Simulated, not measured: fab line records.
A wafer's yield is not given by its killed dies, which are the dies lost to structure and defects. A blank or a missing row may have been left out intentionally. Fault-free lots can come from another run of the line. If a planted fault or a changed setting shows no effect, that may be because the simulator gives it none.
One fault seen from 2 desks :: flow berkeley_cmos170 :: what lay behind the numbers comes last; until then each desk has only its own

## FOR THE TOOL OWNER'S DESK: pvd_sputter-01
The tool's own readings at UCB170_M2_SPUTTER_01 (material Al, target thk 900 nm, time 120 s): means of the sampled wafers that have a number, for each lot that ran on this tool. If a lot's mean is further than 4 standard deviations from the usual mean, the lot is out of limits and carries the mark OUT (the distance appears in the brackets).
Columns: A = throttle_valve_pct at UCB170_M2_SPUTTER_01, usual 29.7 %
lot: L605
first seen here: day 9 00:01
A: 29.6

lot: L608
first seen here: day 9 08:29
A: 29.7

lot: L609
first seen here: day 10 13:20
A: 29.8

lot: L612
first seen here: day 10 13:53
A: 29.0

lot: L616
first seen here: day 11 17:16
A: 30.4

lot: L618
first seen here: day 12 04:59
A: 30.6

lot: L621
first seen here: day 12 14:44
A: 30.1
Result from this desk: across the 7 lots, nothing is out of limits.

## THE METROLOGY DESK
What the gauges read for every lot (on any tool): the sampled wafers with a number, averaged. If a lot's mean is further than 4 standard deviations from the usual mean, the lot is out of limits and carries the mark OUT (the distance appears in the brackets).
Columns: A = M2_AL_RS at UCB170_M2_RS_MEAS_02, usual 0.0323 ohm/sq; B = M2_AL_THK at UCB170_M2_THK_MEAS_03, usual 880 nm
lot: L604
first seen here: day 8 16:31
A: 0.0324
B: 881

lot: L605
first seen here: day 9 00:05
A: 0.0335
B: 843

lot: L606
first seen here: day 9 01:26
A: 0.0323
B: 873

lot: L608
first seen here: day 9 08:35
A: 0.0323
B: 873

lot: L609
first seen here: day 10 13:29
A: 0.0327
B: 882

lot: L611
first seen here: day 10 13:42
A: 0.0324
B: 877

lot: L610
first seen here: day 10 13:44
A: 0.0321
B: 878

lot: L612
first seen here: day 10 13:58
A: 0.0328
B: 878

lot: L613
first seen here: day 10 22:27
A: 0.0320
B: 899

lot: L616
first seen here: day 11 17:25
A: 0.0328
B: 872

lot: L619
first seen here: day 12 04:36
A: 0.0318
B: 906

lot: L618
first seen here: day 12 05:04
A: 0.0713 (+70) OUT
B: 404 (-26) OUT

lot: L621
first seen here: day 12 14:49
A: 0.0711 (+69) OUT
B: 405 (-26) OUT

lot: L626
first seen here: day 14 04:32
A: 0.0315
B: 903
This desk's finding: out of limits on L618, L621; first on L618, day 12 05:04 (M2_AL_RS at UCB170_M2_RS_MEAS_02). L604, L605, L606, L608, L609, L611, L610, L612, L613, L616, L619, L626: within limits.

## BROUGHT TOGETHER
At day 12 05:04 the metrology desk could have sounded an alarm, on L618, L621.
The tool owner's desk saw nothing out of limits.
Tool owner's desk: L618, L621 on record, inside its limits.
On pvd_sputter-01, each named lot ran UCB170_M2_SPUTTER_01.

## WHAT THE SIMULATOR HAD PUT IN
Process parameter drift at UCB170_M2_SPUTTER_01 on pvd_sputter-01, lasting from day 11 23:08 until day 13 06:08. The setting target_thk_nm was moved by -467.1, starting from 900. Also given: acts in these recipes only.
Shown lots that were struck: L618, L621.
Delay in hours, fault start to first out-of-limits reading, per desk: metrology desk 6.
